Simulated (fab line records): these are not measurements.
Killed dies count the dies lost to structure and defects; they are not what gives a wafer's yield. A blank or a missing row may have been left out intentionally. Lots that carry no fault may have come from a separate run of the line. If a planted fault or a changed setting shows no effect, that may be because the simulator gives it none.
Which of the tools did it? / flow berkeley_cmos170 / 15 lots with 45 wafers sampled at 7 steps, on a route of 331 steps

WHAT THE GAUGES SHOWED, per wafer
UCB170_NSD_OVL_MEAS_07.
lot=L551; measured=day 7 07:07; on=overlay-02; NSD_OVL (nm)=2 -2 0
lot=L552; measured=day 8 13:06; on=overlay-02; NSD_OVL (nm)=-7 -1 -2
lot=L554; measured=day 9 03:54; on=overlay-01; NSD_OVL (nm)=2 5 9
lot=L553; measured=day 9 04:04; on=overlay-02; NSD_OVL (nm)=4 -2 6
lot=L555; measured=day 9 04:21; on=overlay-02; NSD_OVL (nm)=-11 -9 -12
lot=L556; measured=day 9 04:10; on=overlay-01; NSD_OVL (nm)=-5 -6 0
lot=L558; measured=day 9 10:46; on=overlay-02; NSD_OVL (nm)=-2 -7 -2
lot=L557; measured=day 9 11:02; on=overlay-01; NSD_OVL (nm)=8 5 4
lot=L561; measured=day 9 20:24; on=overlay-02; NSD_OVL (nm)=0 5 5
lot=L562; measured=day 10 03:29; on=overlay-01; NSD_OVL (nm)=5 4 10
lot=L568; measured=day 11 10:10; on=overlay-02; NSD_OVL (nm)=3 8 9
lot=L572; measured=day 12 00:21; on=overlay-01; NSD_OVL (nm)=0 4 -1
lot=L571; measured=day 12 00:10; on=overlay-01; NSD_OVL (nm)=3 0 3
lot=L570; measured=day 12 05:06; on=overlay-01; NSD_OVL (nm)=8 5 18
lot=L573; measured=day 14 02:28; on=overlay-01; NSD_OVL (nm)=-1 -3 10

UCB170_NSD_TW_MEAS_10.
lot=L551; measured=day 7 07:24; on=film_metro-03; NSD_TW=4171 4149 4173
lot=L552; measured=day 8 13:23; on=film_metro-04; NSD_TW=4155 4131 4141
lot=L554; measured=day 9 04:11; on=film_metro-04; NSD_TW=4124 4124 4133
lot=L553; measured=day 9 04:21; on=film_metro-03; NSD_TW=4136 4146 4146
lot=L555; measured=day 9 04:38; on=film_metro-04; NSD_TW=4023 3987 4017
lot=L556; measured=day 9 04:28; on=film_metro-02; NSD_TW=4137 4127 4122
lot=L558; measured=day 9 11:03; on=film_metro-02; NSD_TW=4132 4156 4127
lot=L557; measured=day 9 11:19; on=film_metro-04; NSD_TW=3993 3993 3977
lot=L561; measured=day 9 20:41; on=film_metro-02; NSD_TW=4138 4156 4119
lot=L562; measured=day 10 03:46; on=film_metro-04; NSD_TW=3998 4016 4000
lot=L568; measured=day 11 10:28; on=film_metro-02; NSD_TW=4121 4098 4125
lot=L572; measured=day 12 00:39; on=film_metro-04; NSD_TW=4126 4166 4141
lot=L571; measured=day 12 00:26; on=film_metro-04; NSD_TW=4163 4146 4168
lot=L570; measured=day 12 05:23; on=film_metro-04; NSD_TW=4138 4132 4125
lot=L573; measured=day 14 02:46; on=film_metro-03; NSD_TW=4131 4150 4136

UCB170_SDANNEAL_RS_MEAS_02: a four-point-probe measurement.
lot=L551; measured=day 7 09:47; on=film_metro-04; PSD_RS (ohm/sq)=76.1 76.3 76.1
lot=L552; measured=day 8 14:52; on=film_metro-03; PSD_RS (ohm/sq)=75.9 75.9 75.8
lot=L554; measured=day 9 08:47; on=film_metro-02; PSD_RS (ohm/sq)=75.9 75.7 75.6
lot=L553; measured=day 9 08:46; on=film_metro-03; PSD_RS (ohm/sq)=75.3 75.2 75.7
lot=L555; measured=day 9 09:16; on=film_metro-02; PSD_RS (ohm/sq)=75.5 75.7 75.7
lot=L556; measured=day 9 09:02; on=film_metro-04; PSD_RS (ohm/sq)=75.5 75.3 75.3
lot=L558; measured=day 9 12:57; on=film_metro-02; PSD_RS (ohm/sq)=75.6 75.6 75.8
lot=L557; measured=day 9 12:57; on=film_metro-04; PSD_RS (ohm/sq)=74.9 75.1 75.2
lot=L561; measured=day 9 22:05; on=film_metro-04; PSD_RS (ohm/sq)=75.1 75.1 75.3
lot=L562; measured=day 10 05:16; on=film_metro-04; PSD_RS (ohm/sq)=75.7 75.1 75.5
lot=L568; measured=day 11 11:43; on=film_metro-02; PSD_RS (ohm/sq)=75.7 75.6 75.8
lot=L572; measured=day 12 02:36; on=film_metro-04; PSD_RS (ohm/sq)=75.7 75.7 75.4
lot=L571; measured=day 12 02:07; on=film_metro-02; PSD_RS (ohm/sq)=75.5 75.8 75.3
lot=L570; measured=day 12 06:46; on=film_metro-03; PSD_RS (ohm/sq)=75.7 75.8 75.9
lot=L573; measured=day 14 03:55; on=film_metro-03; PSD_RS (ohm/sq)=75.9 75.8 75.8

UCB170_SDANNEAL_RS_MEAS_03: a four-point-probe measurement.
lot=L551; measured=day 7 09:55; on=film_metro-04; NSD_RS (ohm/sq)=37.30 37.30 37.21
lot=L552; measured=day 8 14:59; on=film_metro-03; NSD_RS (ohm/sq)=37.33 37.30 37.28
lot=L554; measured=day 9 08:55; on=film_metro-02; NSD_RS (ohm/sq)=37.32 37.32 37.08
lot=L553; measured=day 9 08:53; on=film_metro-03; NSD_RS (ohm/sq)=37.33 37.39 37.28
lot=L555; measured=day 9 09:23; on=film_metro-02; NSD_RS (ohm/sq)=38.69 38.69 38.73
lot=L556; measured=day 9 09:09; on=film_metro-04; NSD_RS (ohm/sq)=37.32 37.27 37.39
lot=L558; measured=day 9 13:04; on=film_metro-02; NSD_RS (ohm/sq)=37.17 37.15 37.11
lot=L557; measured=day 9 13:04; on=film_metro-04; NSD_RS (ohm/sq)=38.74 38.58 38.65
lot=L561; measured=day 9 22:13; on=film_metro-04; NSD_RS (ohm/sq)=37.27 37.23 37.37
lot=L562; measured=day 10 05:23; on=film_metro-04; NSD_RS (ohm/sq)=38.72 38.68 38.75
lot=L568; measured=day 11 11:50; on=film_metro-02; NSD_RS (ohm/sq)=37.21 37.31 37.24
lot=L572; measured=day 12 02:43; on=film_metro-04; NSD_RS (ohm/sq)=37.50 37.52 37.35
lot=L571; measured=day 12 02:14; on=film_metro-02; NSD_RS (ohm/sq)=37.19 37.09 37.20
lot=L570; measured=day 12 06:53; on=film_metro-03; NSD_RS (ohm/sq)=37.34 37.35 37.32
lot=L573; measured=day 14 04:02; on=film_metro-03; NSD_RS (ohm/sq)=37.45 37.41 37.39

EACH LOT AND THE TOOL THAT RAN IT (in order: tool; ch and the chambers of the sampled wafers; start)
lot=L551; UCB170_NLDD_STRIP_10=plasma_asher-03 ch 0,1, day 6 22:20; UCB170_NSD_IMPLANT_08=implanter-01 ch 0, day 7 07:09; UCB170_NSD_STRIP_09=plasma_asher-01 ch 0,1, day 7 07:18
lot=L552; UCB170_NLDD_STRIP_10=plasma_asher-04 ch 0,1, day 7 23:31; UCB170_NSD_IMPLANT_08=implanter-03 ch 0, day 8 13:08; UCB170_NSD_STRIP_09=plasma_asher-02 ch 0,1, day 8 13:17
lot=L554; UCB170_NLDD_STRIP_10=plasma_asher-04 ch 0,1, day 8 14:34; UCB170_NSD_IMPLANT_08=implanter-03 ch 0, day 9 03:57; UCB170_NSD_STRIP_09=plasma_asher-01 ch 1, day 9 04:05
lot=L553; UCB170_NLDD_STRIP_10=plasma_asher-02 ch 0,1, day 8 15:01; UCB170_NSD_IMPLANT_08=implanter-01 ch 0, day 9 04:06; UCB170_NSD_STRIP_09=plasma_asher-02 ch 0,1, day 9 04:15
lot=L555; UCB170_NLDD_STRIP_10=plasma_asher-03 ch 0,1, day 8 15:16; UCB170_NSD_IMPLANT_08=implanter-03 ch 0, day 9 04:24; UCB170_NSD_STRIP_09=plasma_asher-01 ch 0,1, day 9 04:32
lot=L556; UCB170_NLDD_STRIP_10=plasma_asher-04 ch 0,1, day 8 15:30; UCB170_NSD_IMPLANT_08=implanter-02 ch 0, day 9 04:14; UCB170_NSD_STRIP_09=plasma_asher-03 ch 0,1, day 9 04:21
lot=L558; UCB170_NLDD_STRIP_10=plasma_asher-02 ch 0,1, day 8 23:11; UCB170_NSD_IMPLANT_08=implanter-02 ch 0, day 9 10:49; UCB170_NSD_STRIP_09=plasma_asher-02 ch 0,1, day 9 10:56
lot=L557; UCB170_NLDD_STRIP_10=plasma_asher-02 ch 0,1, day 9 00:11; UCB170_NSD_IMPLANT_08=implanter-03 ch 0, day 9 11:05; UCB170_NSD_STRIP_09=plasma_asher-01 ch 0,1, day 9 11:13
lot=L561; UCB170_NLDD_STRIP_10=plasma_asher-04 ch 0,1, day 9 11:36; UCB170_NSD_IMPLANT_08=implanter-02 ch 0, day 9 20:27; UCB170_NSD_STRIP_09=plasma_asher-02 ch 0,1, day 9 20:35
lot=L562; UCB170_NLDD_STRIP_10=plasma_asher-03 ch 0,1, day 9 15:34; UCB170_NSD_IMPLANT_08=implanter-03 ch 0, day 10 03:32; UCB170_NSD_STRIP_09=plasma_asher-02 ch 0,1, day 10 03:40
lot=L568; UCB170_NLDD_STRIP_10=plasma_asher-04 ch 0,1, day 10 22:11; UCB170_NSD_IMPLANT_08=implanter-02 ch 0, day 11 10:13; UCB170_NSD_STRIP_09=plasma_asher-03 ch 0,1, day 11 10:21
lot=L572; UCB170_NLDD_STRIP_10=plasma_asher-03 ch 0,1, day 11 12:47; UCB170_NSD_IMPLANT_08=implanter-01 ch 0, day 12 00:26; UCB170_NSD_STRIP_09=plasma_asher-01 ch 0,1, day 12 00:34
lot=L571; UCB170_NLDD_STRIP_10=plasma_asher-02 ch 0,1, day 11 13:05; UCB170_NSD_IMPLANT_08=implanter-02 ch 0, day 12 00:11; UCB170_NSD_STRIP_09=plasma_asher-03 ch 0,1, day 12 00:20
lot=L570; UCB170_NLDD_STRIP_10=plasma_asher-04 ch 0,1, day 11 13:55; UCB170_NSD_IMPLANT_08=implanter-02 ch 0, day 12 05:08; UCB170_NSD_STRIP_09=plasma_asher-01 ch 0,1, day 12 05:17
lot=L573; UCB170_NLDD_STRIP_10=plasma_asher-03 ch 1, day 13 12:01; UCB170_NSD_IMPLANT_08=implanter-02 ch 0, day 14 02:31; UCB170_NSD_STRIP_09=plasma_asher-03 ch 0, day 14 02:40
- UCB170_NLDD_STRIP_10: strips in O2.
- UCB170_NSD_IMPLANT_08
- UCB170_NSD_STRIP_09: strips in O2.

WHAT THE TOOLS THEMSELVES READ (means of the sampled wafers that have a number; where no wafer has one, the mark that the record gives instead)
UCB170_NLDD_STRIP_10.
lot=L551; tool=plasma_asher-03; chamber_pressure_mTorr (mTorr)=3497; drypump_motor_current_A (A)=5.60; oes_product_au (a.u.)=0.733; strip_time_to_endpoint_s (s)=21.72
lot=L552; tool=plasma_asher-04; chamber_pressure_mTorr (mTorr)=3501; drypump_motor_current_A (A)=5.73; oes_product_au (a.u.)=0.735; strip_time_to_endpoint_s (s)=21.75
lot=L554; tool=plasma_asher-04; chamber_pressure_mTorr (mTorr)=3498; drypump_motor_current_A (A)=5.76; oes_product_au (a.u.)=0.737; strip_time_to_endpoint_s (s)=21.72
lot=L553; tool=plasma_asher-02; chamber_pressure_mTorr (mTorr)=3501; drypump_motor_current_A (A)=5.29; oes_product_au (a.u.)=0.733; strip_time_to_endpoint_s (s)=21.58
lot=L555; tool=plasma_asher-03; chamber_pressure_mTorr (mTorr)=3499; drypump_motor_current_A (A)=5.57; oes_product_au (a.u.)=0.734; strip_time_to_endpoint_s (s)=21.70
lot=L556; tool=plasma_asher-04; chamber_pressure_mTorr (mTorr)=3501; drypump_motor_current_A (A)=5.75; oes_product_au (a.u.)=0.737; strip_time_to_endpoint_s (s)=21.58
lot=L558; tool=plasma_asher-02; chamber_pressure_mTorr (mTorr)=3502; drypump_motor_current_A (A)=5.49; oes_product_au (a.u.)=0.732; strip_time_to_endpoint_s (s)=21.71
lot=L557; tool=plasma_asher-02; chamber_pressure_mTorr (mTorr)=3497; drypump_motor_current_A (A)=5.29; oes_product_au (a.u.)=0.735; strip_time_to_endpoint_s (s)=21.61
lot=L561; tool=plasma_asher-04; chamber_pressure_mTorr (mTorr)=3504; drypump_motor_current_A (A)=5.73; oes_product_au (a.u.)=0.731; strip_time_to_endpoint_s (s)=21.64
lot=L562; tool=plasma_asher-03; chamber_pressure_mTorr (mTorr)=3498; drypump_motor_current_A (A)=5.60; oes_product_au (a.u.)=0.734; strip_time_to_endpoint_s (s)=21.73
lot=L568; tool=plasma_asher-04; chamber_pressure_mTorr (mTorr)=3500; drypump_motor_current_A (A)=5.73; oes_product_au (a.u.)=0.734; strip_time_to_endpoint_s (s)=21.73
lot=L572; tool=plasma_asher-03; chamber_pressure_mTorr (mTorr)=3502; drypump_motor_current_A (A)=5.59; oes_product_au (a.u.)=0.733; strip_time_to_endpoint_s (s)=21.60
lot=L571; tool=plasma_asher-02; chamber_pressure_mTorr (mTorr)=3503; drypump_motor_current_A (A)=5.48; oes_product_au (a.u.)=0.738; strip_time_to_endpoint_s (s)=21.53
lot=L570; tool=plasma_asher-04; chamber_pressure_mTorr (mTorr)=3500; drypump_motor_current_A (A)=5.75; oes_product_au (a.u.)=0.734; strip_time_to_endpoint_s (s)=21.65
lot=L573; tool=plasma_asher-03; chamber_pressure_mTorr (mTorr)=3501; drypump_motor_current_A (A)=5.67; oes_product_au (a.u.)=0.736; strip_time_to_endpoint_s (s)=21.60

UCB170_NSD_IMPLANT_08.
lot=L551 tool=implanter-01 beam_energy_keV=39.992 dose_ions_cm2=3e+15
lot=L552 tool=implanter-03 beam_energy_keV=40.012 dose_ions_cm2=3e+15
lot=L554 tool=implanter-03 beam_energy_keV=40.010 dose_ions_cm2=3e+15
lot=L553 tool=implanter-01 beam_energy_keV=40.008 dose_ions_cm2=3e+15
lot=L555 tool=implanter-03 beam_energy_keV=35.567 dose_ions_cm2=3e+15
lot=L556 tool=implanter-02 beam_energy_keV=39.995 dose_ions_cm2=3e+15
lot=L558 tool=implanter-02 beam_energy_keV=40.005 dose_ions_cm2=3e+15
lot=L557 tool=implanter-03 beam_energy_keV=35.582 dose_ions_cm2=3e+15
lot=L561 tool=implanter-02 beam_energy_keV=40.014 dose_ions_cm2=3e+15
lot=L562 tool=implanter-03 beam_energy_keV=35.574 dose_ions_cm2=3e+15
lot=L568 tool=implanter-02 beam_energy_keV=39.991 dose_ions_cm2=3e+15
lot=L572 tool=implanter-01 beam_energy_keV=39.991 dose_ions_cm2=3e+15
lot=L571 tool=implanter-02 beam_energy_keV=40.007 dose_ions_cm2=3e+15
lot=L570 tool=implanter-02 beam_energy_keV=39.998 dose_ions_cm2=3e+15
lot=L573 tool=implanter-02 beam_energy_keV=40.009 dose_ions_cm2=3e+15

UCB170_NSD_STRIP_09.
lot=L551; tool=plasma_asher-01; chamber_pressure_mTorr (mTorr)=3499; drypump_motor_current_A (A)=5.69; oes_product_au (a.u.)=0.531; strip_time_to_endpoint_s (s)=35.82
lot=L552; tool=plasma_asher-02; chamber_pressure_mTorr (mTorr)=3499; drypump_motor_current_A (A)=5.47; oes_product_au (a.u.)=0.537; strip_time_to_endpoint_s (s)=35.83
lot=L554; tool=plasma_asher-01; chamber_pressure_mTorr (mTorr)=3500; drypump_motor_current_A (A)=5.66; oes_product_au (a.u.)=0.533; strip_time_to_endpoint_s (s)=35.80
lot=L553; tool=plasma_asher-02; chamber_pressure_mTorr (mTorr)=3501; drypump_motor_current_A (A)=5.29; oes_product_au (a.u.)=0.535; strip_time_to_endpoint_s (s)=35.85
lot=L555; tool=plasma_asher-01; chamber_pressure_mTorr (mTorr)=3499; drypump_motor_current_A (A)=5.68; oes_product_au (a.u.)=0.552; strip_time_to_endpoint_s (s)=34.29
lot=L556; tool=plasma_asher-03; chamber_pressure_mTorr (mTorr)=3501; drypump_motor_current_A (A)=5.62; oes_product_au (a.u.)=0.532; strip_time_to_endpoint_s (s)=35.75
lot=L558; tool=plasma_asher-02; chamber_pressure_mTorr (mTorr)=3501; drypump_motor_current_A (A)=5.48; oes_product_au (a.u.)=0.533; strip_time_to_endpoint_s (s)=35.94
lot=L557; tool=plasma_asher-01; chamber_pressure_mTorr (mTorr)=3502; drypump_motor_current_A (A)=5.66; oes_product_au (a.u.)=0.552; strip_time_to_endpoint_s (s)=34.22
lot=L561; tool=plasma_asher-02; chamber_pressure_mTorr (mTorr)=3499; drypump_motor_current_A (A)=5.30; oes_product_au (a.u.)=0.531; strip_time_to_endpoint_s (s)=35.77
lot=L562; tool=plasma_asher-02; chamber_pressure_mTorr (mTorr)=3499; drypump_motor_current_A (A)=5.29; oes_product_au (a.u.)=0.546; strip_time_to_endpoint_s (s)=34.20
lot=L568; tool=plasma_asher-03; chamber_pressure_mTorr (mTorr)=3504; drypump_motor_current_A (A)=5.61; oes_product_au (a.u.)=0.535; strip_time_to_endpoint_s (s)=35.76
lot=L572; tool=plasma_asher-01; chamber_pressure_mTorr (mTorr)=3495; drypump_motor_current_A (A)=5.67; oes_product_au (a.u.)=0.538; strip_time_to_endpoint_s (s)=35.77
lot=L571; tool=plasma_asher-03; chamber_pressure_mTorr (mTorr)=3499; drypump_motor_current_A (A)=5.63; oes_product_au (a.u.)=0.530; strip_time_to_endpoint_s (s)=35.77
lot=L570; tool=plasma_asher-01; chamber_pressure_mTorr (mTorr)=3497; drypump_motor_current_A (A)=5.67; oes_product_au (a.u.)=0.536; strip_time_to_endpoint_s (s)=35.78
lot=L573; tool=plasma_asher-03; chamber_pressure_mTorr (mTorr)=3499; drypump_motor_current_A (A)=5.53; oes_product_au (a.u.)=0.534; strip_time_to_endpoint_s (s)=35.77

THE ANSWER, worked out from the rows above alone
Rule: what is usual is taken from the lots themselves. The widest of any qualifying gaps counts: lots, ordered by their means at a reading, are off when they make up no more than a third of the lots, leave a main group of 4 or more, and stand apart from it by 3 or more times the standard deviation of that group's means. If all means in a main group match to the digits the tables above print for the reading, that group is not used. Also off: a lot with no number at a reading for which 4 or more lots have one. Any other lot the step has rows for is counted as sound. After the gauges, taken in route order, come the tools' own readings; for these a lot's mean is taken, as printed above. The first step at which some lot is off is used, and at that step the reading that is off furthest; a lot without a number counts as furthest.
Off: L555, L557, L562, seen at UCB170_NSD_TW_MEAS_10 (NSD_TW). Mean 4139 and standard deviation 13 in the main group.
If a tool, at a process step before that reading, ran all the lots that are off and no sound lot after the first of them, it fits. Not tried: the gauges at UCB170_NSD_TW_MEAS_10; whatever is off there is also off at UCB170_NSD_IMPLANT_08, on other tools, and gauge error can't account for it. One candidate fits, namely implanter-03 at UCB170_NSD_IMPLANT_08. A fault onset in the window from L554 (day 9 03:57, its last sound lot) to L555 (day 9 04:24, its first lot off) fits.
On the lots that are off, the tool's own readings at UCB170_NSD_IMPLANT_08 differ by more than 5 times the standard deviation of the sound lots' means, which bears it out; beam_energy_keV reads 35.574 there versus 40.003 on the sound lots.

WHAT THE SIMULATOR PUT IN
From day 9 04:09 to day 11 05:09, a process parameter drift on implanter-03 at UCB170_NSD_IMPLANT_08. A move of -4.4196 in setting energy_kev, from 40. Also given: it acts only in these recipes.
Shown lots that were struck: L555, L557, L562. This agrees with what the rule above found.
